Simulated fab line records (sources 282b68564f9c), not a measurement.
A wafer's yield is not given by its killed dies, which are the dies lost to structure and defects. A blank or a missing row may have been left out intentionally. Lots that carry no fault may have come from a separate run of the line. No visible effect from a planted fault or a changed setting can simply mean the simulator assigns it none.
2 desks looking at one fault || flow rit_cmos || numbers are kept per desk, each desk with only its own; the story behind them comes last

THE METROLOGY DESK
Means of the sampled wafers that have a number, per lot and without regard to the tool the lot ran on: this is what the gauges read. Marked OUT: a lot whose mean sits more than 4 standard deviations from the usual mean, which makes it out of limits; the brackets give that distance.
Columns: A = SILICIDE_TI_RS at RIT_SILICIDE_RS_MEAS_02, usual 48.1 ohm/sq; B = SILICIDE_TI_THK at RIT_SILICIDE_THK_MEAS_03, usual 30.0 nm
{"lot": "L388", "first seen here": "day 3 12:41", "A": 47.8, "B": 30.0}
{"lot": "L389", "first seen here": "day 3 16:59", "A": 48.5, "B": 29.9}
{"lot": "L391", "first seen here": "day 4 02:23", "A": 49.6, "B": 29.4}
{"lot": "L392", "first seen here": "day 4 09:53", "A": 48.5, "B": 30.0}
{"lot": "L394", "first seen here": "day 4 18:34", "A": "50.8 (+4.7) OUT", "B": 28.8}
{"lot": "L401", "first seen here": "day 6 00:36", "A": 48.0, "B": 30.3}
{"lot": "L402", "first seen here": "day 6 06:00", "A": 47.7, "B": 30.1}
{"lot": "L404", "first seen here": "day 6 15:34", "A": 47.7, "B": 30.3}
{"lot": "L405", "first seen here": "day 6 16:49", "A": 48.8, "B": 29.9}
{"lot": "L407", "first seen here": "day 7 05:44", "A": 48.5, "B": 29.7}
{"lot": "L406", "first seen here": "day 7 08:20", "A": 48.7, "B": 29.6}
{"lot": "L408", "first seen here": "day 8 04:47", "A": 47.7, "B": 30.1}
{"lot": "L409", "first seen here": "day 8 05:20", "A": 47.7, "B": 30.1}
{"lot": "L411", "first seen here": "day 8 12:28", "A": 47.3, "B": 30.5}
This desk finds L394 out of limits, with the earliest case on L394 at day 4 18:34 (SILICIDE_TI_RS at RIT_SILICIDE_RS_MEAS_02). L388, L389, L391, L392, L401, L402, L404, L405, L407, L406, L408, L409, L411: within limits.

DESK OF THE TOOL OWNER: pvd_sputter-02
The tool's own readings at RIT_SILICIDE_SPUTTER_01 (material Ti, target thk 30 nm, time 240 s): means of the sampled wafers that have a number, for each lot that ran on this tool. Marked OUT: a lot whose mean sits more than 4 standard deviations from the usual mean, which makes it out of limits; the brackets give that distance.
Columns: A = cathode_dc_power_W at RIT_SILICIDE_SPUTTER_01, usual 349.99 W; B = throttle_valve_pct at RIT_SILICIDE_SPUTTER_01, usual 29.8 %
{"lot": "L388", "first seen here": "day 3 12:31", "A": 349.99, "B": 30.0}
{"lot": "L391", "first seen here": "day 4 02:13", "A": "342.53 (-99 or more) OUT", "B": 29.8}
{"lot": "L394", "first seen here": "day 4 18:25", "A": "334.96 (-99 or more) OUT", "B": 29.5}
{"lot": "L407", "first seen here": "day 7 05:35", "A": 349.97, "B": 29.8}
{"lot": "L408", "first seen here": "day 8 04:37", "A": 349.97, "B": 30.1}
{"lot": "L411", "first seen here": "day 8 12:18", "A": 350.05, "B": 29.8}
This desk's verdict: out of limits on L391, L394, starting with L391 at day 4 02:13 (cathode_dc_power_W at RIT_SILICIDE_SPUTTER_01). L388, L407, L408, L411: within limits.

PUT TOGETHER
On L391, L394, at day 4 02:13, an alarm was possible from the tool owner's desk.
At day 4 18:34 the metrology desk could have sounded an alarm, on L394.
The metrology desk has L391 on record, within its limits.
Of the lots named, all ran RIT_SILICIDE_SPUTTER_01 on pvd_sputter-02.

WHAT HAD BEEN PUT IN BY THE SIMULATOR
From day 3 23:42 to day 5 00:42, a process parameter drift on pvd_sputter-02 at RIT_SILICIDE_SPUTTER_01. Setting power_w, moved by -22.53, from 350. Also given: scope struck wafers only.
Struck lots among those shown: L391, L394.
Fault start to first reading out of limits, in hours, per desk: tool owner, 3; metrology, 19.
